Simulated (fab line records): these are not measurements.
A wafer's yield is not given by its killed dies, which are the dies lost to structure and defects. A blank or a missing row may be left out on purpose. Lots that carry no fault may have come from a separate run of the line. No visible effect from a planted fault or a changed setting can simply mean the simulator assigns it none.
What tool caused it? :: flow ritCmos :: Sampling: 7 lots, 21 wafers, 2 of 202 route steps

WHAT THE GAUGES READ, wafer by wafer
RIT_WELLDRIVE_RS_MEAS_02: a four-point-probe measurement.
lot: L710
measured: day 3 02:25
on: filmMetro-01
PWELL_RS (ohm/sq): 424.0 423.4 424.6

lot: L712
measured: day 3 12:42
on: filmMetro-03
PWELL_RS (ohm/sq): 425.4 424.9 424.3

lot: L716
measured: day 4 07:38
on: filmMetro-01
PWELL_RS (ohm/sq): 425.7 424.6 425.4

lot: L719
measured: day 4 22:43
on: filmMetro-01
PWELL_RS (ohm/sq): 425.1 424.2 425.6

lot: L722
measured: day 5 13:54
on: filmMetro-01
PWELL_RS (ohm/sq): 436.6 435.5 438.9

lot: L725
measured: day 6 05:25
on: filmMetro-03
PWELL_RS (ohm/sq): 424.4 424.2 425.2

lot: L728
measured: day 6 19:45
on: filmMetro-03
PWELL_RS (ohm/sq): 424.5 425.0 426.6

EACH LOT AND THE TOOL THAT RAN IT (in order: tool; ch and the chambers of the sampled wafers; start)
lot: L710
RIT_PWELL_IMPLANT_08: implanter-02 ch 0, day 2 20:38

lot: L712
RIT_PWELL_IMPLANT_08: implanter-02 ch 0, day 3 06:50

lot: L716
RIT_PWELL_IMPLANT_08: implanter-02 ch 0, day 4 01:07

lot: L719
RIT_PWELL_IMPLANT_08: implanter-03 ch 0, day 4 17:08

lot: L722
RIT_PWELL_IMPLANT_08: implanter-02 ch 0, day 5 08:19

lot: L725
RIT_PWELL_IMPLANT_08: implanter-03 ch 0, day 5 23:32

lot: L728
RIT_PWELL_IMPLANT_08: implanter-01 ch 0, day 6 12:48
- RIT_PWELL_IMPLANT_08

THE ANSWER, worked out from the rows above alone
Rule: the usual values come from the lots themselves. The widest of any qualifying gaps counts: lots, ordered by their means at a reading, are off when they make up no more than a third of the lots, leave a main group of 4 or more, and stand apart from it by 3 or more times the standard deviation of that group's means. Not used: any main group whose means are identical at the precision the tables above print for the reading. Also off: a lot with no number at a reading for which 4 or more lots have one. The other lots that the step has rows for count as sound.
Off: L722, seen at RIT_WELLDRIVE_RS_MEAS_02 (PWELL_RS). Main group: mean 424.8 ohm/sq, sd 0.45.
A tool fits if, at a process step before that reading, it ran every lot that is off, and no sound lot after the first of them. The gauges at RIT_WELLDRIVE_RS_MEAS_02 are tried like those tools. 2 tools fit, implanter-02 at RIT_PWELL_IMPLANT_08 and filmMetro-01 at RIT_WELLDRIVE_RS_MEAS_02, so this cannot tell which one it is.

WHAT HAD BEEN PUT IN BY THE SIMULATOR
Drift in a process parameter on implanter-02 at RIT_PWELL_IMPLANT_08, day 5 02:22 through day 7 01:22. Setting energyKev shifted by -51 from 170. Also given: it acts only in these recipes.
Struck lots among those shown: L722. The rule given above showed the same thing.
